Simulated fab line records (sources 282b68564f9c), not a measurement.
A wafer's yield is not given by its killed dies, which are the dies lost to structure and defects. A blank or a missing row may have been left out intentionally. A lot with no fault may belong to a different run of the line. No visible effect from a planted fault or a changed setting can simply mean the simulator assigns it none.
fab line records + flow rit_cmos
record
- lots=13
- wafers=39
- last_day=7
route steps=202 shown PLDD@117 M1@202
lots that met no fault: from a run of the same line without faults
start_h: start of the lot's first displayed wafer, in hours after the record's first day + wait_h: hours elapsed since this lot's preceding step + " repeats the value in the row above + L1.1+2: one row covering several wafers at once + - no value, or no start was given + * or withheld: withheld + < > ~ a bound
route shown NAME@n: a module of which the file shows steps, and the number in the route of the first + usual: mean/standard deviation of fault-free wafers + same: alike in all rows + chamber/n: place in a boat + sites: per-site readings + _std_site: standard deviation across them + _edge_site: outer sites' mean less inner sites' + radius_mm: how far each site lies from the wafer's centre + mask NAME#n: copy n + behind: tool/chamber where the wafer was last shaped + hold: the reason the lot was held/the length of the hold in hours/how it ended + device: names the non-switching transistor (n, p or np) + end of line: the route-end tests of the same wafers + a step with no rows: only its recipe + killed: not the wafer's yield, but the dies lost to structure and defects at the first sort + map: per-die view of a wafer (x killed, . not killed, _ where there is no die)
set.NAME: setting as actually run; set.NAME@STEP: the setting as run at that earlier step + model.NAME: the simulator's own value behind a step, which no gauge read
route steps across a sampled set of lots; one table per step, one row per wafer
services: a tool's chamber out of use, with start hour (start_h, from the record's first day; less than 0 if before it), hours out, and reason
## steps
# step RIT_PLDD_EXPOSE_03
# recipe
- mask_id=M8
- na=0.57
- target_cd_nm=40900
- dose_mj=250
| lot.wafer  | tool             | chamber | start_h | wait_h | mask    |
|------------|------------------|---------|---------|--------|---------|
| L753.2+5+6 | iline_stepper-02 | 0       | 52.93   | 0.1    | M8#0    |
| L754.1+2+4 | iline_stepper-02 | 0       | 57.43   | 0.1    | M8#0    |
| L756.2+3+5 | iline_stepper-01 | 0       | 66.27   | 0.1    | M8#0    |
| L758.2+4+6 | iline_stepper-01 | 0       | 73.47   | 0.2    | M8#0    |
| L759.3+4+5 | iline_stepper-02 | 0       | 76.13   | 0.2    | M8#0    |
| L762.1+3+4 | iline_stepper-01 | 0       | 100.28  | 0.1    | M8#0    |
| L763.3+4+5 | iline_stepper-02 | 0       | 105.61  | 0.2    | M8#0    |
| L764.1+2+5 | iline_stepper-02 | 0       | 109.93  | 0.1    | M8#0    |
| L767.1+2+6 | iline_stepper-02 | 0       | 125.86  | 0.2    | M8_R1#0 |
| L769.2+4+6 | iline_stepper-01 | 0       | 136.10  | 0.1    | M8#0    |
| L770.3+4+6 | iline_stepper-02 | 0       | 143.56  | 0.2    | M8#0    |
| L775.1+3+4 | iline_stepper-01 | 0       | 161.12  | 0.1    | M8#0    |
| L776.1+2+5 | iline_stepper-02 | 0       | 163.86  | 0.2    | M8#0    |
# step RIT_M1_PROBE_99
# usual
- killed_at_M0_to_M3=0.0/0.12
- killed_at_contacts=0.1/0.25
- killed_at_front_end=7/3.2
- killed_dies=7/3.2
- killed_on_rim=2.1/1.5
- killed_open=3.5/2.2
- killed_short=3.6/2.1
# same
- gross_dies=264
- killed_at_M4_up=0
- killed_at_back_side=0
- killed_at_other=0
| lot.wafer | tool      | chamber | start_h | wait_h | killed_at_M0_to_M3 | killed_at_contacts | killed_at_front_end | killed_dies | killed_on_rim | killed_open | killed_short |
|-----------|-----------|---------|---------|--------|--------------------|--------------------|---------------------|-------------|---------------|-------------|--------------|
| L753.2    | prober-02 | -       | 67.38   | 0.1    | 0                  | 0                  | 6                   | 6           | 1             | 6           | 0            |
| L753.5    | prober-02 | -       | 67.53   | 0.2    | 0                  | 0                  | 10                  | 10          | 0             | 1           | 9            |
| L753.6    | prober-02 | -       | 67.58   | 0.2    | 0                  | 0                  | 6                   | 6           | 2             | 3           | 3            |
| L754.1    | prober-01 | -       | 72.81   | 0.1    | 0                  | 0                  | 2                   | 2           | 0             | 2           | 0            |
| L754.2    | prober-01 | -       | 72.86   | 0.1    | 0                  | 0                  | 2                   | 2           | 1             | 1           | 1            |
| L754.4    | prober-01 | -       | 72.96   | 0.2    | 0                  | 0                  | 10                  | 10          | 6             | 5           | 5            |
| L756.2    | prober-01 | -       | 80.51   | 0.1    | 0                  | 0                  | 9                   | 9           | 3             | 4           | 5            |
| L756.3    | prober-01 | -       | 80.56   | 0.2    | 0                  | 0                  | 5                   | 5           | 3             | 4           | 1            |
| L756.5    | prober-01 | -       | 80.66   | 0.2    | 0                  | 0                  | 8                   | 8           | 5             | 7           | 1            |
| L758.2    | prober-01 | -       | 88.15   | 0.1    | 0                  | 0                  | 7                   | 7           | 3             | 3           | 4            |
| L758.4    | prober-01 | -       | 88.25   | 0.2    | 0                  | 0                  | 8                   | 8           | 3             | 3           | 5            |
| L758.6    | prober-01 | -       | 88.35   | 0.2    | 0                  | 0                  | 6                   | 6           | 3             | 4           | 2            |
| L759.3    | prober-02 | -       | 90.86   | 0.2    | 0                  | 1                  | 5                   | 6           | 1             | 2           | 4            |
| L759.4    | prober-02 | -       | 90.91   | 0.2    | 0                  | 0                  | 13                  | 13          | 5             | 9           | 4            |
| L759.5    | prober-02 | -       | 90.96   | 0.2    | 0                  | 0                  | 8                   | 8           | 1             | 6           | 2            |
| L762.1    | prober-01 | -       | 114.53  | 0.1    | 0                  | 0                  | 12                  | 12          | 3             | 6           | 6            |
| L762.3    | prober-01 | -       | 114.63  | 0.2    | 0                  | 0                  | 5                   | 5           | 2             | 2           | 3            |
| L762.4    | prober-01 | -       | 114.68  | 0.2    | 0                  | 0                  | 11                  | 11          | 3             | 6           | 5            |
| L763.3    | prober-02 | -       | 120.09  | 0.2    | 1                  | 0                  | 3                   | 4           | 1             | 2           | 2            |
| L763.4    | prober-02 | -       | 120.14  | 0.2    | 0                  | 0                  | 2                   | 2           | 2             | 1           | 1            |
| L763.5    | prober-02 | -       | 120.19  | 0.2    | 0                  | 0                  | 4                   | 4           | 1             | 3           | 1            |
| L764.1    | prober-01 | -       | 124.37  | 0.1    | 0                  | 0                  | 5                   | 5           | 0             | 2           | 3            |
| L764.2    | prober-01 | -       | 124.42  | 0.1    | 0                  | 0                  | 9                   | 9           | 1             | 7           | 2            |
| L764.5    | prober-01 | -       | 124.57  | 0.2    | 0                  | 0                  | 8                   | 8           | 1             | 4           | 4            |
| L767.1    | prober-02 | -       | 141.76  | 0.1    | 0                  | 0                  | 10                  | 10          | 1             | 7           | 3            |
| L767.2    | prober-02 | -       | 141.81  | 0.1    | 0                  | 1                  | 5                   | 6           | 1             | 4           | 2            |
| L767.6    | prober-02 | -       | 142.01  | 0.2    | 0                  | 0                  | 7                   | 7           | 4             | 5           | 2            |
| L769.2    | prober-02 | -       | 151.27  | 0.1    | 0                  | 0                  | 8                   | 8           | 4             | 6           | 2            |
| L769.4    | prober-02 | -       | 151.37  | 0.2    | 0                  | 0                  | 16                  | 16          | 2             | 8           | 8            |
| L769.6    | prober-02 | -       | 151.47  | 0.2    | 0                  | 0                  | 11                  | 11          | 4             | 4           | 7            |
| L770.3    | prober-01 | -       | 158.51  | 0.2    | 0                  | 0                  | 5                   | 5           | 2             | 2           | 3            |
| L770.4    | prober-01 | -       | 158.56  | 0.2    | 0                  | 0                  | 6                   | 6           | 4             | 2           | 4            |
| L770.6    | prober-01 | -       | 158.66  | 0.2    | 0                  | 1                  | 3                   | 4           | 2             | 1           | 3            |
| L775.1    | prober-02 | -       | 175.85  | 0.1    | 0                  | 0                  | 7                   | 7           | 1             | 4           | 3            |
| L775.3    | prober-02 | -       | 175.95  | 0.2    | 0                  | 0                  | 5                   | 5           | 3             | 3           | 2            |
| L775.4    | prober-02 | -       | 176.00  | 0.2    | 0                  | 0                  | 10                  | 10          | 2             | 6           | 4            |
| L776.1    | prober-01 | -       | 178.36  | 0.1    | 0                  | 0                  | 8                   | 8           | 3             | 0           | 8            |
| L776.2    | prober-01 | -       | 178.41  | 0.1    | 0                  | 0                  | 7                   | 7           | 2             | 7           | 0            |
| L776.5    | prober-01 | -       | 178.56  | 0.2    | 0                  | 0                  | 8                   | 8           | 2             | 2           | 6            |
# killed by level:class
L753.2 FOX1:geometric_particle:open=3 GATE:geometric_particle:open=2 FOX2:geometric_particle:open=1
L753.5 GATE:geometric_particle:short=6 SPACER:geometric_particle:short=2 REOX:geometric_particle:short=1 REOX:geometric_particle:open=1
L753.6 GATE:geometric_particle:open=2 GATE:geometric_particle:short=2 SPACER:geometric_particle:open=1 SPACER:geometric_particle:short=1
L754.1 FOX2:geometric_particle:open=1 SILICIDE:geometric_particle:open=1
L754.2 FOX1:geometric_particle:open=1 GATE:geometric_particle:short=1
L754.4 GATE:geometric_particle:short=3 SILICIDE:geometric_particle:open=3 FOX1:geometric_particle:short=1 FOX2:geometric_particle:open=1 GATE:geometric_particle:open=1 SILICIDE:geometric_particle:short=1
L756.2 FOX1:geometric_particle:short=2 GATE:geometric_particle:short=2 FOX1:geometric_particle:open=1 FOX2:geometric_particle:open=1 GATE:geometric_particle:open=1 SPACER:geometric_particle:short=1 SILICIDE:geometric_particle:open=1
L756.3 GATE:geometric_particle:open=3 FOX1:geometric_particle:short=1 REOX:geometric_particle:open=1
L756.5 FOX1:geometric_particle:open=4 FOX1:geometric_particle:short=1 FOX2:geometric_particle:open=1 GATE:geometric_particle:open=1 SILICIDE:geometric_particle:open=1
L758.2 FOX1:geometric_particle:short=2 FOX1:geometric_particle:open=1 GATE:geometric_particle:open=1 GATE:geometric_particle:short=1 SILICIDE:geometric_particle:open=1 SILICIDE:geometric_particle:short=1
L758.4 REOX:geometric_particle:open=2 SPACER:geometric_particle:short=2 FOX1:geometric_particle:short=1 REOX:geometric_particle:short=1 SPACER:geometric_particle:open=1 SILICIDE:geometric_particle:short=1
L758.6 GATE:geometric_particle:short=2 GATE:geometric_particle:open=2 SPACER:geometric_particle:open=2
L759.3 GATE:geometric_particle:short=2 REOX:geometric_particle:open=2 REOX:geometric_particle:short=1 CONTACT:geometric_particle:short=1
L759.4 GATE:geometric_particle:open=7 FOX2:geometric_particle:open=2 GATE:geometric_particle:short=2 FOX1:geometric_particle:short=1 FOX2:geometric_particle:short=1
L759.5 GATE:geometric_particle:open=4 FOX2:geometric_particle:open=2 SILICIDE:geometric_particle:short=2
L762.1 SPACER:geometric_particle:open=3 REOX:geometric_particle:short=2 SPACER:geometric_particle:short=2 SILICIDE:geometric_particle:open=2 ACTIVE:geometric_particle:short=1 GATE:geometric_particle:short=1 REOX:geometric_particle:open=1
L762.3 GATE:geometric_particle:open=2 GATE:geometric_particle:short=2 SPACER:geometric_particle:short=1
L762.4 SPACER:geometric_particle:short=3 SPACER:geometric_particle:open=2 SILICIDE:geometric_particle:open=2 FOX1:geometric_particle:short=1 GATE:geometric_particle:open=1 REOX:geometric_particle:open=1 SILICIDE:geometric_particle:short=1
L763.3 FOX2:geometric_particle:open=2 REOX:geometric_particle:short=1 M1:geometric_particle:short=1
L763.4 FOX1:geometric_particle:short=1 SILICIDE:geometric_particle:open=1
L763.5 GATE:geometric_particle:open=2 ACTIVE:geometric_particle:short=1 SILICIDE:geometric_particle:open=1
L764.1 SPACER:geometric_particle:short=2 FOX1:geometric_particle:short=1 GATE:geometric_particle:open=1 SPACER:geometric_particle:open=1
L764.2 SPACER:geometric_particle:open=3 GATE:geometric_particle:short=2 FOX1:geometric_particle:open=1 GATE:geometric_particle:open=1 REOX:geometric_particle:open=1 SILICIDE:geometric_particle:open=1
L764.5 GATE:geometric_particle:open=3 FOX1:geometric_particle:short=2 FOX2:geometric_particle:open=1 GATE:geometric_particle:short=1 SPACER:geometric_particle:short=1
L767.1 SILICIDE:geometric_particle:open=3 FOX2:geometric_particle:open=2 GATE:geometric_particle:open=2 FOX1:geometric_particle:short=1 FOX2:geometric_particle:short=1 GATE:geometric_particle:short=1
L767.2 GATE:geometric_particle:short=1 GATE:geometric_particle:open=1 REOX:geometric_particle:open=1 SPACER:geometric_particle:open=1 SILICIDE:geometric_particle:short=1 CONTACT:geometric_particle:open=1
L767.6 SILICIDE:geometric_particle:open=2 FOX1:geometric_particle:open=1 FOX1:geometric_particle:short=1 FOX2:geometric_particle:open=1 GATE:geometric_particle:short=1 SPACER:geometric_particle:open=1
L769.2 GATE:geometric_particle:open=4 FOX2:geometric_particle:open=2 SPACER:geometric_particle:short=1 GATE:geometric_particle:short=1
L769.4 GATE:geometric_particle:short=5 SPACER:geometric_particle:short=3 FOX1:geometric_particle:open=2 GATE:geometric_particle:open=2 SPACER:geometric_particle:open=2 REOX:geometric_particle:open=1 SILICIDE:geometric_particle:open=1
L769.6 GATE:geometric_particle:short=3 GATE:geometric_particle:open=3 REOX:geometric_particle:short=3 FOX1:geometric_particle:open=1 SILICIDE:geometric_particle:short=1
L770.3 ACTIVE:geometric_particle:short=1 GATE:geometric_particle:open=1 SPACER:geometric_particle:open=1 SPACER:geometric_particle:short=1 SILICIDE:geometric_particle:short=1
L770.4 GATE:geometric_particle:short=2 GATE:geometric_particle:open=1 REOX:geometric_particle:short=1 SPACER:geometric_particle:short=1 SPACER:geometric_particle:open=1
L770.6 FOX2:geometric_particle:short=1 GATE:geometric_particle:open=1 SPACER:geometric_particle:short=1 CONTACT:geometric_particle:short=1
L775.1 GATE:geometric_particle:short=2 SPACER:geometric_particle:open=2 GATE:geometric_particle:open=1 REOX:geometric_particle:short=1 SILICIDE:geometric_particle:open=1
L775.3 GATE:geometric_particle:open=2 FOX1:geometric_particle:short=1 FOX1:geometric_particle:open=1 GATE:geometric_particle:short=1
L775.4 GATE:geometric_particle:open=3 FOX1:geometric_particle:open=2 GATE:geometric_particle:short=2 REOX:geometric_particle:open=1 REOX:geometric_particle:short=1 SILICIDE:geometric_particle:short=1
L776.1 GATE:geometric_particle:short=3 REOX:geometric_particle:short=2 FOX1:geometric_particle:short=1 SPACER:geometric_particle:short=1 SILICIDE:geometric_particle:short=1
L776.2 FOX1:geometric_particle:open=3 REOX:geometric_particle:open=3 GATE:geometric_particle:open=1
L776.5 FOX2:geometric_particle:short=2 ACTIVE:geometric_particle:short=1 FOX1:geometric_particle:open=1 FOX1:geometric_particle:short=1 REOX:geometric_particle:open=1 GATE:geometric_particle:short=1 REOX:geometric_particle:short=1
## services
| tool             | chamber | start_h | hours | kind   |
|------------------|---------|---------|-------|--------|
| iline_stepper-01 | -       | 51.70   | 3.5   | repair |
| iline_stepper-01 | -       | 77.96   | 0.8   | repair |
| iline_stepper-02 | -       | 99.40   | 1.7   | pm     |
## key
first_sign
- step=RIT_PLDD_EXPOSE_03
- reading=mask
- direction=changed
effect none on later readings
met_at RIT_PLDD_EXPOSE_03
struck_lots L767
tester_left_out L767
onset_between 109.93 125.86
fault
- kind=wrong_mask
- tool=any
- chamber=-
- onset_h=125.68
- steps=RIT_PLDD_EXPOSE_03
- aux_copy=M8_R1#0
- cd_offset_nm=-350
- scope=struck_lots_only
# tester_left_out: of these lots the tester's yield and bins aren't shown, on N5 and GAA mostly nor the transistor test; their killed dies are dies lost to structure and defects alone, not to doping, threshold or leakage, so they don't give the yield
